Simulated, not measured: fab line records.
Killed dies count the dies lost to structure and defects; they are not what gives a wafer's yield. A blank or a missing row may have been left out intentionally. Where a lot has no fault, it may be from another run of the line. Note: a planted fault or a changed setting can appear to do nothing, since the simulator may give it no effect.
fab line records | flow ritCmos
record: lots: 12 | wafers: 36 | lastDay: 7
route steps=202 shown ACTIVE@4 PSD@148 NSD@158 CONTACT@180 M1@202
lots that met no fault: from a run of the same line without faults
startH: the number of hours between the record's first day and the start of the first shown wafer of the lot | waitH: how many hours have passed since the lot's step before this one | " the same as in the row above | L1.1+2: a single row standing in for several wafers | - value missing, or start not given | * or withheld: withheld | < > ~ a bound
route shown NAME@n: NAME is a module with steps in the file, n the number in the route of the first one | usual: the fault-free wafers' mean and standard deviation | same: alike in all rows | chamber/n: place in a boat | sites: per-site readings | _std_site: the standard deviation of these | _edge_site: outer sites' mean less inner sites' | radiusMm: how far each site lies from the wafer's centre | mask NAME#n: copy n | behind: tool/chamber where the wafer was last shaped | hold: why the lot went on hold/how many hours it stayed there/how the hold came to an end | device: the transistor (n, p or np) that didn't switch | end of line: tests run on the same wafers once the route is complete | step lacking rows: just its recipe | killed: count of dies lost to structure and defects at first sort (not the wafer's yield) | map: the dies of a wafer, with x for killed, . for not killed, _ for no die there
set.NAME: the setting that was run; set.NAME@STEP: the one run at that earlier step | model.NAME: the simulator's own value behind a step, which no gauge read
a sample of lots followed through the steps of the route, with each step as a table and each wafer as a row
services: from which hour (startH, from the record's first day; less than 0 if before it) a tool's chamber was out of use, for how many hours, and why
== steps ==
step: RIT_ACTIVE_CVD_03
recipe: material: Si3N4 | targetThkNm: 150 | tempC: 810 | precursor: SiH2Cl2/NH3 | timeS: 1500 | pressureMtorr: 290.8 | sih2cl2FlowSccm: 60 | nh3FlowSccm: 150
usual: sih2cl2FlowSccm: 60.03/0.21
lot.wafer | tool     | chamber | startH | waitH | sih2cl2FlowSccm
L473.3    | lpcvd-01 | 1       | 12.11  | 0.0   | 60.21
L473.5    | "        | 1       | "      | "     | 60.03
L473.6    | "        | 1       | "      | "     | 60.09
L474.2    | lpcvd-01 | 0       | 19.04  | 0.0   | 59.83
L474.4    | "        | 0       | "      | "     | 59.83
L474.6    | "        | 0       | "      | "     | 59.69
L475.3    | lpcvd-01 | 0       | 22.11  | 0.0   | 59.75
L475.5    | "        | 0       | "      | "     | 59.97
L475.6    | "        | 0       | "      | "     | 59.84
L476.3    | lpcvd-02 | 1       | 27.11  | 0.0   | 59.96
L476.4    | "        | 1       | "      | "     | 59.96
L476.6    | "        | 1       | "      | "     | 60.05
L477.1    | lpcvd-01 | 0       | 32.16  | 0.1   | 60.14
L477.2    | "        | 0       | "      | "     | 59.93
L477.3    | "        | 0       | "      | "     | 60.07
L478.2    | lpcvd-02 | 0       | 40.53  | 0.0   | 60.42
L478.3    | "        | 0       | "      | "     | 60.31
L478.6    | "        | 0       | "      | "     | 60.15
L479.2    | lpcvd-02 | 1       | 43.95  | 0.9   | 59.99
L479.3    | "        | 1       | "      | "     | 59.94
L479.4    | "        | 1       | "      | "     | 60.00
L480.2    | lpcvd-02 | 1       | 47.11  | 0.0   | 59.98
L480.3    | "        | 1       | "      | "     | 59.92
L480.6    | "        | 1       | "      | "     | 59.74
L482.3    | lpcvd-02 | 0       | 57.98  | 0.0   | 60.00
L482.5    | "        | 0       | "      | "     | 60.07
L482.6    | "        | 0       | "      | "     | 60.28
L489.2    | lpcvd-01 | 0       | 92.11  | 0.0   | 60.26
L489.3    | "        | 0       | "      | "     | 59.94
L489.6    | "        | 0       | "      | "     | 59.87
L491.4    | lpcvd-01 | 1       | 103.14 | 0.0   | 60.10
L491.5    | "        | 1       | "      | "     | 60.35
L491.6    | "        | 1       | "      | "     | 60.17
L492.3    | lpcvd-01 | 0       | 107.11 | 0.0   | 60.02
L492.4    | "        | 0       | "      | "     | 60.09
L492.6    | "        | 0       | "      | "     | 59.98
step: RIT_PSD_OVL_MEAS_06
usual: PSD_OVL: -0.6/1.2
lot.wafer | tool       | chamber | startH | waitH | PSD_OVL[nm]
L473.3    | overlay-01 | -       | 53.35  | -     | 0.7
L473.5    | "          | -       | "      | "     | 0.9
L473.6    | "          | -       | "      | "     | -1.1
L474.2    | overlay-02 | -       | 58.26  | -     | -1.1
L474.4    | "          | -       | "      | "     | 0.9
L474.6    | "          | -       | "      | "     | -0.7
L475.3    | overlay-01 | -       | 60.31  | -     | -0.8
L475.5    | "          | -       | "      | "     | -1.2
L475.6    | "          | -       | "      | "     | -1.4
L476.3    | overlay-02 | -       | 71.82  | -     | -2.4
L476.4    | "          | -       | "      | "     | -2.2
L476.6    | "          | -       | "      | "     | 0.0
L477.1    | overlay-01 | -       | 77.64  | -     | -2.9
L477.2    | "          | -       | "      | "     | -2.3
L477.3    | "          | -       | "      | "     | -1.9
L479.2    | overlay-02 | -       | 85.07  | -     | 2.2
L479.3    | "          | -       | "      | "     | -0.4
L479.4    | "          | -       | "      | "     | -1.7
L478.2    | overlay-01 | -       | 85.31  | -     | 0.0
L478.3    | "          | -       | "      | "     | -2.0
L478.6    | "          | -       | "      | "     | -2.4
L480.2    | overlay-01 | -       | 92.81  | -     | 0.7
L480.3    | "          | -       | "      | "     | -0.5
L480.6    | "          | -       | "      | "     | -0.4
L482.3    | overlay-02 | -       | 102.92 | -     | -1.9
L482.5    | "          | -       | "      | "     | -2.3
L482.6    | "          | -       | "      | "     | -1.2
L489.2    | overlay-02 | -       | 133.94 | -     | -1.9
L489.3    | "          | -       | "      | "     | -0.1
L489.6    | "          | -       | "      | "     | -1.7
L491.4    | overlay-01 | -       | 143.60 | -     | 0.6
L491.5    | "          | -       | "      | "     | 0.3
L491.6    | "          | -       | "      | "     | 0.7
L492.3    | overlay-02 | -       | 149.85 | -     | -0.9
L492.4    | "          | -       | "      | "     | -0.8
L492.6    | "          | -       | "      | "     | -0.5
step: RIT_SDANNEAL_RS_MEAS_05
recipe: thkMeasGauge: four-point-probe
usual: NSD_RS: 84.57/0.29
lot.wafer | tool         | chamber | startH | waitH | NSD_RS[ohm/sq]
L473.3    | filmMetro-02 | -       | 54.51  | 0.1   | 84.42
L473.5    | "            | -       | "      | "     | 84.25
L473.6    | "            | -       | "      | "     | 84.28
L474.2    | filmMetro-02 | -       | 59.41  | 0.1   | 84.26
L474.4    | "            | -       | "      | "     | 84.21
L474.6    | "            | -       | "      | "     | 84.08
L475.3    | filmMetro-03 | -       | 61.49  | 0.1   | 84.65
L475.5    | "            | -       | "      | "     | 84.31
L475.6    | "            | -       | "      | "     | 84.43
L476.3    | filmMetro-02 | -       | 72.96  | 0.1   | 84.48
L476.4    | "            | -       | "      | "     | 84.41
L476.6    | "            | -       | "      | "     | 84.70
L477.1    | filmMetro-03 | -       | 78.93  | 0.1   | 84.52
L477.2    | "            | -       | "      | "     | 84.56
L477.3    | "            | -       | "      | "     | 84.80
L479.2    | filmMetro-04 | -       | 86.20  | 0.1   | 84.54
L479.3    | "            | -       | "      | "     | 84.51
L479.4    | "            | -       | "      | "     | 84.27
L478.2    | filmMetro-02 | -       | 86.44  | 0.1   | 84.30
L478.3    | "            | -       | "      | "     | 84.31
L478.6    | "            | -       | "      | "     | 84.24
L480.2    | filmMetro-02 | -       | 93.94  | 0.1   | 84.84
L480.3    | "            | -       | "      | "     | 84.91
L480.6    | "            | -       | "      | "     | 84.89
L482.3    | filmMetro-04 | -       | 104.11 | 0.1   | 84.87
L482.5    | "            | -       | "      | "     | 84.80
L482.6    | "            | -       | "      | "     | 84.60
L489.2    | filmMetro-03 | -       | 135.07 | 0.1   | 84.59
L489.3    | "            | -       | "      | "     | 84.32
L489.6    | "            | -       | "      | "     | 84.40
L491.4    | filmMetro-03 | -       | 144.78 | 0.1   | 84.40
L491.5    | "            | -       | "      | "     | 84.33
L491.6    | "            | -       | "      | "     | 84.41
L492.3    | filmMetro-02 | -       | 151.01 | 0.1   | 83.81
L492.4    | "            | -       | "      | "     | 84.40
L492.6    | "            | -       | "      | "     | 84.17
step: RIT_CONTACT_STRIP_12
recipe: chemistry: O2 | timeS: 180 | resist: NOVOLAK | platenTempC: withheld | powerW: 500 | pressureMtorr: 4000 | o2FlowSccm: 4000
usual: drypumpMotorCurrentA: 5.71/0.19
lot.wafer | tool           | chamber | startH | waitH | drypumpMotorCurrentA | rfHoursCounterH
L473.3    | plasmaAsher-01 | 1       | 56.99  | 0.2   | 6.06                 | -
L473.5    | "              | 0       | "      | "     | 5.56                 | -
L473.6    | "              | 1       | "      | "     | 6.02                 | -
L474.2    | plasmaAsher-03 | 0       | 61.85  | 0.1   | 5.54                 | 41
L474.4    | "              | 0       | "      | "     | 5.55                 | -
L474.6    | "              | 1       | "      | "     | 5.64                 | -
L475.3    | plasmaAsher-01 | 1       | 63.96  | 0.2   | 6.06                 | -
L475.5    | "              | 0       | "      | "     | 5.57                 | -
L475.6    | "              | 1       | "      | "     | 6.04                 | -
L476.3    | plasmaAsher-04 | 1       | 75.43  | 0.2   | 5.66                 | -
L476.4    | "              | 0       | "      | "     | 5.93                 | -
L476.6    | "              | 1       | "      | "     | 5.66                 | -
L477.1    | plasmaAsher-03 | 0       | 81.51  | 0.1   | 5.56                 | 43
L477.2    | "              | 1       | "      | "     | 5.63                 | 43
L477.3    | "              | 1       | "      | "     | 5.64                 | -
L479.2    | plasmaAsher-01 | 1       | 88.77  | 0.1   | 6.06                 | 44
L479.3    | "              | 0       | "      | "     | 5.54                 | -
L479.4    | "              | 1       | "      | "     | 6.05                 | -
L478.2    | plasmaAsher-04 | 0       | 89.00  | 0.1   | 5.93                 | 45
L478.3    | "              | 0       | "      | "     | 5.92                 | -
L478.6    | "              | 0       | "      | "     | 5.93                 | -
L480.2    | plasmaAsher-03 | 1       | 96.50  | 0.1   | 5.66                 | 45
L480.3    | "              | 1       | "      | "     | 5.64                 | -
L480.6    | "              | 1       | "      | "     | 5.64                 | -
L482.3    | plasmaAsher-03 | 0       | 106.58 | 0.2   | 5.54                 | -
L482.5    | "              | 0       | "      | "     | 5.54                 | -
L482.6    | "              | 1       | "      | "     | 5.62                 | -
L489.2    | plasmaAsher-03 | 0       | 137.58 | 0.1   | 5.53                 | 2
L489.3    | "              | 0       | "      | "     | 5.53                 | -
L489.6    | "              | 0       | "      | "     | 5.55                 | -
L491.4    | plasmaAsher-03 | 0       | 147.23 | 0.2   | 5.54                 | -
L491.5    | "              | 0       | "      | "     | 5.54                 | -
L491.6    | "              | 1       | "      | "     | 5.66                 | -
L492.3    | plasmaAsher-04 | 1       | 153.61 | 0.2   | 5.66                 | -
L492.4    | "              | 0       | "      | "     | 5.91                 | -
L492.6    | "              | 1       | "      | "     | 5.66                 | -
step: RIT_M1_PROBE_99
usual: killed_at_M0_to_M3: 0.0/0.12 | killedAtFrontEnd: 6/3.1 | killedDies: 6/3.1 | killedOnRim: 1.7/1.3 | killedOpen: 3.2/1.9 | killedShort: 3.2/2.1
same: grossDies: 264 | killed_at_M4_up: 0 | killedAtBackSide: 0 | killedAtContacts: 0 | killedAtOther: 0
lot.wafer | tool      | chamber | startH | waitH | killed_at_M0_to_M3 | killedAtFrontEnd | killedDies | killedOnRim | killedOpen | killedShort
L473.3    | prober-02 | -       | 61.71  | 0.2   | 0                  | 3                | 3          | 1           | 2          | 1
L473.5    | prober-02 | -       | 61.81  | 0.2   | 0                  | 6                | 6          | 1           | 4          | 2
L473.6    | prober-02 | -       | 61.86  | 0.2   | 0                  | 16               | 16         | 6           | 9          | 7
L474.2    | prober-01 | -       | 66.70  | 0.1   | 0                  | 2                | 2          | 0           | 2          | 0
L474.4    | prober-01 | -       | 66.80  | 0.2   | 0                  | 7                | 7          | 2           | 4          | 3
L474.6    | prober-01 | -       | 66.90  | 0.2   | 0                  | 8                | 8          | 2           | 3          | 5
L475.3    | prober-02 | -       | 68.79  | 0.2   | 0                  | 15               | 15         | 6           | 6          | 9
L475.5    | prober-02 | -       | 68.89  | 0.2   | 0                  | 5                | 5          | 2           | 3          | 2
L475.6    | prober-02 | -       | 68.94  | 0.2   | 0                  | 3                | 3          | 1           | 0          | 3
L476.3    | prober-01 | -       | 80.30  | 0.2   | 0                  | 6                | 6          | 2           | 6          | 0
L476.4    | prober-01 | -       | 80.35  | 0.2   | 0                  | 8                | 8          | 4           | 4          | 4
L476.6    | prober-01 | -       | 80.45  | 0.2   | 0                  | 7                | 7          | 1           | 3          | 4
L477.1    | prober-02 | -       | 86.17  | 0.1   | 0                  | 5                | 5          | 1           | 3          | 2
L477.2    | prober-02 | -       | 86.22  | 0.1   | 0                  | 6                | 6          | 1           | 2          | 4
L477.3    | prober-02 | -       | 86.27  | 0.2   | 0                  | 3                | 3          | 1           | 0          | 3
L479.2    | prober-01 | -       | 93.86  | 0.1   | 0                  | 6                | 6          | 2           | 3          | 3
L479.3    | prober-01 | -       | 93.91  | 0.2   | 0                  | 1                | 1          | 0           | 1          | 0
L479.4    | prober-01 | -       | 93.96  | 0.2   | 0                  | 7                | 7          | 0           | 3          | 4
L478.2    | prober-02 | -       | 95.36  | 0.1   | 0                  | 4                | 4          | 1           | 3          | 1
L478.3    | prober-02 | -       | 95.41  | 0.2   | 0                  | 4                | 4          | 0           | 0          | 4
L478.6    | prober-02 | -       | 95.56  | 0.2   | 0                  | 5                | 5          | 1           | 3          | 2
L480.2    | prober-01 | -       | 101.34 | 0.1   | 1                  | 7                | 8          | 2           | 3          | 5
L480.3    | prober-01 | -       | 101.39 | 0.2   | 0                  | 8                | 8          | 2           | 4          | 4
L480.6    | prober-01 | -       | 101.54 | 0.2   | 0                  | 9                | 9          | 1           | 5          | 4
L482.3    | prober-01 | -       | 111.66 | 0.2   | 0                  | 2                | 2          | 1           | 1          | 1
L482.5    | prober-01 | -       | 111.76 | 0.2   | 0                  | 4                | 4          | 3           | 2          | 2
L482.6    | prober-01 | -       | 111.81 | 0.2   | 0                  | 3                | 3          | 1           | 0          | 3
L489.2    | prober-01 | -       | 159.39 | 0.6   | 0                  | 2                | 2          | 0           | 1          | 1
L489.3    | prober-01 | -       | 159.44 | 0.6   | 0                  | 7                | 7          | 4           | 6          | 1
L489.6    | prober-01 | -       | 159.59 | 0.7   | 1                  | 6                | 7          | 3           | 3          | 4
L492.3    | prober-02 | -       | 159.44 | 0.6   | 0                  | 30               | 30         | 10          | 4          | 7
L492.4    | prober-02 | -       | 159.49 | 0.6   | 0                  | 29               | 29         | 8           | 1          | 7
L492.6    | prober-02 | -       | 159.59 | 0.7   | 0                  | 35               | 35         | 11          | 6          | 6
L491.4    | prober-01 | -       | 159.79 | 0.8   | 0                  | 30               | 30         | 12          | 3          | 1
L491.5    | prober-01 | -       | 159.84 | 0.9   | 0                  | 30               | 30         | 9           | 2          | 3
L491.6    | prober-01 | -       | 159.89 | 0.9   | 0                  | 31               | 31         | 10          | 1          | 6
killed by level:class
L473.3 GATE:geometricParticle:open=1 GATE:geometricParticle:short=1 SILICIDE:geometricParticle:open=1
L473.5 SPACER:geometricParticle:open=3 FOX1:geometricParticle:short=1 GATE:geometricParticle:short=1 SILICIDE:geometricParticle:open=1
L473.6 GATE:geometricParticle:open=4 GATE:geometricParticle:short=3 REOX:geometricParticle:short=2 REOX:geometricParticle:open=2 SPACER:geometricParticle:open=2 SILICIDE:geometricParticle:short=2 SILICIDE:geometricParticle:open=1
L474.2 GATE:geometricParticle:open=2
L474.4 SPACER:geometricParticle:open=2 FOX2:geometricParticle:open=1 GATE:geometricParticle:short=1 REOX:geometricParticle:open=1 SPACER:geometricParticle:short=1 SILICIDE:geometricParticle:short=1
L474.6 FOX2:geometricParticle:short=3 GATE:geometricParticle:open=2 GATE:geometricParticle:short=2 FOX2:geometricParticle:open=1
L475.3 REOX:geometricParticle:short=4 GATE:geometricParticle:short=3 REOX:geometricParticle:open=2 SPACER:geometricParticle:open=2 SPACER:geometricParticle:short=2 FOX1:geometricParticle:open=1 GATE:geometricParticle:open=1
L475.5 FOX1:geometricParticle:open=1 FOX2:geometricParticle:short=1 GATE:geometricParticle:short=1 REOX:geometricParticle:open=1 SPACER:geometricParticle:open=1
L475.6 FOX1:geometricParticle:short=1 GATE:geometricParticle:short=1 SILICIDE:geometricParticle:short=1
L476.3 GATE:geometricParticle:open=4 FOX2:geometricParticle:open=1 SPACER:geometricParticle:open=1
L476.4 GATE:geometricParticle:short=2 ACTIVE:geometricParticle:open=1 FOX2:geometricParticle:short=1 FOX2:geometricParticle:open=1 GATE:geometricParticle:open=1 REOX:geometricParticle:open=1 SPACER:geometricParticle:short=1
L476.6 GATE:geometricParticle:short=2 GATE:geometricParticle:open=2 FOX2:geometricParticle:short=1 SPACER:geometricParticle:short=1 SPACER:geometricParticle:open=1
L477.1 GATE:geometricParticle:short=2 GATE:geometricParticle:open=2 REOX:geometricParticle:open=1
L477.2 REOX:geometricParticle:open=2 GATE:geometricParticle:short=1 REOX:geometricParticle:short=1 SPACER:geometricParticle:short=1 SILICIDE:geometricParticle:short=1
L477.3 FOX1:geometricParticle:short=1 GATE:geometricParticle:short=1 SILICIDE:geometricParticle:short=1
L479.2 FOX1:geometricParticle:short=2 FOX1:geometricParticle:open=1 GATE:geometricParticle:short=1 GATE:geometricParticle:open=1 SILICIDE:geometricParticle:open=1
L479.3 SPACER:geometricParticle:open=1
L479.4 FOX1:geometricParticle:short=2 REOX:geometricParticle:open=2 SPACER:geometricParticle:short=2 FOX1:geometricParticle:open=1
L478.2 FOX1:geometricParticle:open=1 GATE:geometricParticle:short=1 GATE:geometricParticle:open=1 REOX:geometricParticle:open=1
L478.3 GATE:geometricParticle:short=3 SILICIDE:geometricParticle:short=1
L478.6 GATE:geometricParticle:open=2 FOX1:geometricParticle:open=1 FOX1:geometricParticle:short=1 SILICIDE:geometricParticle:short=1
L480.2 GATE:geometricParticle:open=3 GATE:geometricParticle:short=3 FOX1:geometricParticle:short=1 M1:geometricParticle:short=1
L480.3 GATE:geometricParticle:open=2 GATE:geometricParticle:short=2 FOX2:geometricParticle:open=1 SPACER:geometricParticle:open=1 SPACER:geometricParticle:short=1 SILICIDE:geometricParticle:short=1
L480.6 GATE:geometricParticle:short=4 FOX2:geometricParticle:open=2 GATE:geometricParticle:open=2 FOX1:geometricParticle:open=1
L482.3 GATE:geometricParticle:open=1 SILICIDE:geometricParticle:short=1
L482.5 FOX1:geometricParticle:open=1 FOX2:geometricParticle:open=1 SPACER:geometricParticle:short=1 SILICIDE:geometricParticle:short=1
L482.6 GATE:geometricParticle:short=1 SPACER:geometricParticle:short=1 SILICIDE:geometricParticle:short=1
L489.2 REOX:geometricParticle:open=1 SPACER:geometricParticle:short=1
L489.3 GATE:geometricParticle:open=3 FOX1:geometricParticle:open=1 GATE:geometricParticle:short=1 REOX:geometricParticle:open=1 SPACER:geometricParticle:open=1
L492.3 ACTIVE:unspecified=19 GATE:geometricParticle:short=4 FOX1:geometricParticle:short=3 GATE:geometricParticle:open=3 FOX1:geometricParticle:open=1
L492.4 ACTIVE:unspecified=21 GATE:geometricParticle:short=4 REOX:geometricParticle:short=2 REOX:geometricParticle:open=1 SPACER:geometricParticle:short=1
L489.6 GATE:geometricParticle:short=3 GATE:geometricParticle:open=2 REOX:geometricParticle:open=1 M1:geometricParticle:short=1
L492.6 ACTIVE:unspecified=23 GATE:geometricParticle:open=5 FOX1:geometricParticle:short=3 GATE:geometricParticle:short=3 REOX:geometricParticle:open=1
L491.4 ACTIVE:unspecified=26 GATE:geometricParticle:open=2 FOX1:geometricParticle:open=1 SILICIDE:geometricParticle:short=1
L491.5 ACTIVE:unspecified=25 FOX1:geometricParticle:short=1 FOX2:geometricParticle:short=1 GATE:geometricParticle:short=1 GATE:geometricParticle:open=1 REOX:geometricParticle:open=1
L491.6 ACTIVE:unspecified=24 GATE:geometricParticle:short=3 REOX:geometricParticle:short=2 GATE:geometricParticle:open=1 SILICIDE:geometricParticle:short=1
== services ==
tool           | chamber | startH | hours | kind
plasmaAsher-03 | -       | 44.25  | 10.6  | repair
plasmaAsher-03 | -       | 108.75 | 9.0   | pm
plasmaAsher-03 | 0       | 108.75 | 9.0   | ventCycle
plasmaAsher-03 | 1       | 108.75 | 9.0   | ventCycle
plasmaAsher-03 | 0       | 117.75 | -     | clean
plasmaAsher-03 | 1       | 117.75 | -     | clean
plasmaAsher-04 | -       | 125.17 | 1.5   | repair
lpcvd-01       | -       | 134.26 | 2.8   | pm
== key ==
firstSign: step: RIT_M1_PROBE_99 | reading: killedAtFrontEnd | direction: up | sigmas: 7.9 | usual: 6 | struck: 31
effect: step: RIT_M1_PROBE_99 | reading: killedDies | direction: up | sigmas: 7.9 | usual: 6 | struck: 31
metAt RIT_ACTIVE_CVD_03
struckLots L491,L492
testerLeftOut L491,L492
notActingAt RIT_PSD_OVL_MEAS_06,RIT_SDANNEAL_RS_MEAS_05,RIT_CONTACT_STRIP_12
onsetBetween 92.11 103.14
alsoFits time
fault: kind: chamberParticleSource | tool: lpcvd-01 | chamber: - | onsetH: 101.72 | steps: RIT_ACTIVE_CVD_03 | ratePerVisitCm2: 0.85971 | endH: 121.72
testerLeftOut: of these lots the tester's yield and bins aren't shown, on N5 and GAA mostly nor the transistor test; their killed dies are dies lost to structure and defects alone, not to doping, threshold or leakage, so they don't give the yield
